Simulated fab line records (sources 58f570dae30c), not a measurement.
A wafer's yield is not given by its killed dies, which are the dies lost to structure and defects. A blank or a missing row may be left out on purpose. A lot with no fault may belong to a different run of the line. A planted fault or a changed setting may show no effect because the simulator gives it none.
A struck lot beside a sound one :: flow berkeleyCmos170 :: 15 steps out of a route of 331
Sound: these wafers, L397.3, L397.5, L397.6. The struck wafers were L389.2, L389.3, L389.6. Last of all comes the cause.
Per side, at each step with rows, come the tool, then ch with its chambers, and then its first start. Under that, the readings that differ: sound wafers :: struck wafers :: difference of the means :: sigmas: that difference in standard deviations of wafers without a fault.
alike: a reading whose means differ by less than 2 such deviations, as well as words and numbers matching on both sides. not compared: withheld readings; readings where some wafer has no value; bounds like >300 that might hide an equal value; numbers whose values overlap and for which the record gives no deviation.
Wherever a step has rows on one side only, a row that says differs or no value, or a row with sigmas, the two part there. Numbers that have no deviation but don't overlap get no sigmas and don't part them. A reading missing from all wafers of one side parts the sides only when that side holds two or more wafers.

first, 5 steps without rows for these wafers: UCB170_PWELL_COAT_08 (resist thk 900 nm); UCB170_PWELL_SOFTBAKE_09 (time 60 s); UCB170_PWELL_EXPOSE_10 (exposes mask PWELL, target cd 3000 nm); UCB170_PWELL_PEB_11; UCB170_PWELL_DEVELOP_12 (develop time 45 s).
UCB170_PWELL_OVL_MEAS_13:
  sound: overlay-02 at day 6 19:31; struck: overlay-01 at day 5 05:27
  alike: PWELL_OVL
UCB170_PWELL_ETCH_14: etches Si3N4 in CH3F/Ar/O2, stops on SiO2, target depth 242 nm, time 151 s.
  sound on rieDiel-03 ch 0,1,2, day 6 19:32; struck on rieDiel-03 ch 2,3, day 5 05:29
  alike: CH3F_flow_sccm, O2_flow_sccm, drypumpMotorCurrentA, oesProductAu, throttleValvePct
  not compared: rfHoursCounterH
after that, 1 step had no rows for these wafers: UCB170_PWELL_IMPLANT_15.
UCB170_PWELL_STRIP_16: strips in O2.
  sound on plasmaAsher-03 ch 0,1, day 6 19:49; struck on plasmaAsher-03 ch 0,1, day 5 05:44
  alike: drypumpMotorCurrentA, oesProductAu, stripTimeToEndpointS
  not compared: rfHoursCounterH
UCB170_PWELL_TW_MEAS_17:
  sound: filmMetro-02 at day 6 19:55; struck: filmMetro-01 at day 5 05:50
  alike: PWELL_TW
then, 2 steps without rows for these wafers: UCB170_PWELL_CLEAN_18 (cleans in SPM, time 600 s); UCB170_PWELL_WET_ETCH_19 (etches Si3N4 in H3PO4, time 14400 s).
UCB170_PWELL_WET_ETCH_20: etches SiO2 in BOE, time 22 s.
  sound on wetBench-02 ch 0, day 7 04:23; struck on wetBench-01 ch 1, day 5 10:29
  no value came back on the struck wafers for bathHeatDutyPct (%), runLengthS (s); on the sound wafers bathHeatDutyPct (%) reads 6.9 6.4 6.5
then, 1 step without rows for these wafers: UCB170_WELLDRIVE_CLEAN_00 (cleans in SPM, time 600 s).
-- the record jumps here: 5 days lie between the struck wafers' starts before and after (it left off in module WELLDRIVE and takes up again in module M3, whose first step shown is number 331 of the route) --
UCB170_M3_PROBE_99:
  record: rows for the struck wafers here (prober-01, day 10 20:41), none for the sound ones

## WHERE THEY PART
Last at UCB170_M3_PROBE_99 as far as this record goes, first at UCB170_PWELL_WET_ETCH_20.

WHY: what had been put in by the simulator
Skipped step whole: wetBench-01, from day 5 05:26 on, at UCB170_PWELL_WET_ETCH_20. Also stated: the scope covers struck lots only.
